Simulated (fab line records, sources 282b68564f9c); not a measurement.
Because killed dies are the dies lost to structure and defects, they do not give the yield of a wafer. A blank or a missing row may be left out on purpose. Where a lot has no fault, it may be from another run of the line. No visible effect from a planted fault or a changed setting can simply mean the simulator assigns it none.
Which tool was responsible? / flow rit_cmos / at 1 step of a route of 202, 14 lots with 42 wafers sampled

== WHAT THE GAUGES SHOWED, per wafer ==
RIT_ACTIVE_CD_MEAS_11: target cd 1400 nm. Usual: cd_nm 1399.9 nm, standard deviation 2.3.
lot=L744; measured=day 1 19:48; on=cd_sem-02; cd_nm (nm)=1404.5 1402.6 1401.3; flag=
lot=L745; measured=day 2 01:25; on=cd_sem-02; cd_nm (nm)=1401.4 1402.7 1399.3; flag=
lot=L746; measured=day 2 05:35; on=cd_sem-02; cd_nm (nm)=1402.1 1402.7 1401.8; flag=
lot=L747; measured=day 2 10:51; on=cd_sem-02; cd_nm (nm)=1402.5 1400.3 1399.4; flag=
lot=L748; measured=day 2 15:41; on=cd_sem-02; cd_nm (nm)=1397.6 1398.4 1400.1; flag=
lot=L755; measured=day 4 02:35; on=cd_sem-01; cd_nm (nm)=1396.1 1395.5 1396.6; flag=
lot=L756; measured=day 4 09:14; on=cd_sem-01; cd_nm (nm)=1397.4 1397.6 1395.7; flag=
lot=L757; measured=day 4 12:26; on=cd_sem-01; cd_nm (nm)=1397.4 1397.7 1399.0; flag=
lot=L758; measured=day 4 18:54; on=cd_sem-02; cd_nm (nm)=1399.2 1398.9 1397.9; flag=
lot=L759; measured=day 4 23:02; on=cd_sem-01; cd_nm (nm)=1398.7 1397.5 1400.9; flag=
lot=L760; measured=day 5 03:41; on=cd_sem-01; cd_nm (nm)=1400.0 1399.2 1400.0; flag=
lot=L763; measured=day 5 20:08; on=cd_sem-02; cd_nm (nm)=1398.8 1396.4 1397.8; flag=
lot=L764; measured=day 5 23:28; on=cd_sem-01; cd_nm (nm)=1400.7 1398.9 1400.8; flag=
lot=L766; measured=day 6 11:10; on=cd_sem-02; cd_nm (nm)=1402.4 1401.7 1402.0; flag=

== WHAT TOOL EACH LOT RAN ON (gives the tool, then ch and the chambers of the sampled wafers, and finally the start) ==
The record holds no process step before these readings.

== AS READ BY THE TOOLS THEMSELVES (means over the sampled wafers that have a number; for cases with no such wafer, the mark the record gives instead) ==
The record holds no such reading with a usual standard deviation.

== THE ANSWER, worked out from the rows above alone ==
Rule: a lot is off if the mean of its wafers that have a number lies more than 3 standard deviations from the usual mean. A lot without any number at a reading at which 4 lots or more have one is off too. Where the step has rows for the other lots, those lots are counted as sound. The gauges are gone through in route order, then the tools' own readings, and for those a lot's mean is taken as printed above. At the first step where some lot is off, the reading lying furthest off is the one used; lots without a number count as furthest.
None of the lots is off at any reading shown; this tells nothing.

== WHAT HAD BEEN PUT IN BY THE SIMULATOR ==
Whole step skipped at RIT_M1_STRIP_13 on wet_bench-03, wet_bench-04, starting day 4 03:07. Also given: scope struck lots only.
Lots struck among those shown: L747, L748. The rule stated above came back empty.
